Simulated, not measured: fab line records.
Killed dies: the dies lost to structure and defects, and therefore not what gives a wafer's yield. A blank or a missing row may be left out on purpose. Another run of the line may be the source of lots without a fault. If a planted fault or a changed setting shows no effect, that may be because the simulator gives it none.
A single fault, viewed from 2 desks | flow berkeley-cmos170 | numbers are kept per desk, each desk with only its own; the story behind them comes last

== AT THE TOOL OWNER'S DESK: pvd-sputter-02 ==
The tool's own readings at UCB170_M1_SPUTTER_00 (material Al, target thk 600 nm, time 80 s): means of the sampled wafers that have a number, for each lot that ran on this tool. A lot is out of limits, marked OUT, if its mean lies more than 4 standard deviations from the usual mean; the brackets give that distance.
Columns: A = throttle-valve-pct at UCB170_M1_SPUTTER_00, usual 30.0 %
lot  | first seen here | A
L241 | day 8 04:41     | 30.4
L245 | day 8 22:41     | 29.9
L253 | day 10 17:53    | 30.6
L257 | day 12 03:05    | 31.5
L261 | day 12 21:23    | 30.9
This desk found nothing out of limits on any of the 5 lots.

== AT THE METROLOGY DESK ==
Lot by lot, what the gauges showed, no matter which tool ran the lot: averages of those sampled wafers that carry a number. A lot is out of limits, marked OUT, if its mean lies more than 4 standard deviations from the usual mean; the brackets give that distance.
Columns: A = M1_AL_RS at UCB170_M1_RS_MEAS_01, usual 0.0486 ohm/sq; B = M1_AL_THK at UCB170_M1_THK_MEAS_02, usual 585 nm
lot  | first seen here | A                | B
L241 | day 8 04:46     | 0.0478           | 591
L240 | day 8 05:45     | 0.0492           | 580
L243 | day 8 20:44     | 0.0488           | 585
L244 | day 8 22:47     | 0.0480           | 597
L245 | day 8 22:47     | 0.0480           | 588
L247 | day 9 18:26     | 0.0484           | 581
L248 | day 9 20:23     | 0.0498           | 567
L253 | day 10 18:01    | 0.0484           | 588
L254 | day 11 05:39    | 0.0491           | 582
L256 | day 11 20:36    | 0.0481           | 590
L258 | day 12 02:40    | 0.0479           | 595
L257 | day 12 03:10    | 0.0563 (+12) OUT | 508 (-10) OUT
L261 | day 12 21:28    | 0.0555 (+11) OUT | 512 (-9.5) OUT
L263 | day 13 08:43    | 0.0488           | 585
This desk's result: L257, L261 out of limits, first on L257 (M1_AL_RS at UCB170_M1_RS_MEAS_01), day 12 03:10. In limits: L241, L240, L243, L244, L245, L247, L248, L253, L254, L256, L258, L263.

== PUT TOGETHER ==
At day 12 03:10 the metrology desk could have sounded an alarm, on L257, L261.
The desk of the tool owner found nothing out of limits.
Tool owner's desk: L257, L261 on record, inside its limits.
Of the lots named, all ran UCB170_M1_SPUTTER_00 on pvd-sputter-02.

== WHAT WAS PUT IN BY THE SIMULATOR ==
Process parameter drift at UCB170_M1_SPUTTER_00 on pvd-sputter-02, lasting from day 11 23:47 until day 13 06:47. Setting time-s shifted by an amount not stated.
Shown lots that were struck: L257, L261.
Time in hours between the start of the fault and the first out-of-limits reading at each desk: metrology desk, 3.
